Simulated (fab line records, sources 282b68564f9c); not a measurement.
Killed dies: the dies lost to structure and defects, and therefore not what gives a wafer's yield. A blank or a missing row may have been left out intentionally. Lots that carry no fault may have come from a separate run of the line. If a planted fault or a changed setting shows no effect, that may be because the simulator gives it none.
One fault through the eyes of 2 desks | flow rit cmos | what lay behind the numbers comes last; until then each desk has only its own

## TOOL OWNER'S DESK, plasma asher-02
The tool's own readings at RIT_CONTACT_STRIP_12 (strips in O2, time 180 s): means of the sampled wafers that have a number, for each lot that ran on this tool. Marked OUT: a lot whose mean sits more than 4 standard deviations from the usual mean, which makes it out of limits; the brackets give that distance.
Columns: A = drypump motor current A at RIT_CONTACT_STRIP_12, usual 5.93 A
lot  | first seen here | A
L548 | day 3 09:49     | 5.88
L549 | day 3 15:43     | 5.67
L550 | day 3 20:38     | 5.92
L555 | day 4 20:37     | 5.67
L556 | day 5 00:52     | 5.89
This desk's finding: nothing out of limits on any of the 5 lots.

## METROLOGY DESK
Lot by lot, what the gauges showed, no matter which tool ran the lot: averages of those sampled wafers that carry a number. Marked OUT: a lot whose mean sits more than 4 standard deviations from the usual mean, which makes it out of limits; the brackets give that distance.
Columns: A = PLDD_OVL at RIT_PLDD_OVL_MEAS_06, usual -0.1 nm; B = NSD_TW at RIT_NSD_TW_MEAS_10, usual 3128; C = CONTACT_OVL at RIT_CONTACT_OVL_MEAS_09, usual 1.5 nm
lot  | first seen here | A    | B    | C
L548 | day 2 22:59     | 0.2  | 3117 | 1.6
L549 | day 3 06:16     | -3.9 | 3131 | 0.6
L550 | day 3 11:29     | -0.2 | 3128 | 2.8
L554 | day 4 08:30     | -0.1 | 3162 | 0.1
L555 | day 4 11:23     | -1.1 | 3143 | 1.1
L556 | day 4 15:13     | -0.2 | 3153 | 1.3
L557 | day 4 21:48     | 0.9  | 3079 | 0.3
L559 | day 5 07:05     | 1.7  | 3111 | 4.6
L560 | day 5 11:56     | 1.9  | 3110 | 0.6
L561 | day 5 18:37     | -0.7 | 3079 | -0.0
L563 | day 6 04:57     | 0.3  | 3142 | 3.2
L564 | day 6 10:28     | 1.7  | 3144 | -0.6
L567 | day 7 07:38     | -1.2 | 3093 | 0.6
L568 | day 7 07:56     | 2.3  | 3158 | 2.5
This desk's finding: nothing out of limits on any of the 14 lots.

## PUT TOGETHER
The desk of the tool owner found nothing out of limits.
From the metrology desk's view, nothing was out of limits.

## WHAT THE SIMULATOR HAD PUT IN
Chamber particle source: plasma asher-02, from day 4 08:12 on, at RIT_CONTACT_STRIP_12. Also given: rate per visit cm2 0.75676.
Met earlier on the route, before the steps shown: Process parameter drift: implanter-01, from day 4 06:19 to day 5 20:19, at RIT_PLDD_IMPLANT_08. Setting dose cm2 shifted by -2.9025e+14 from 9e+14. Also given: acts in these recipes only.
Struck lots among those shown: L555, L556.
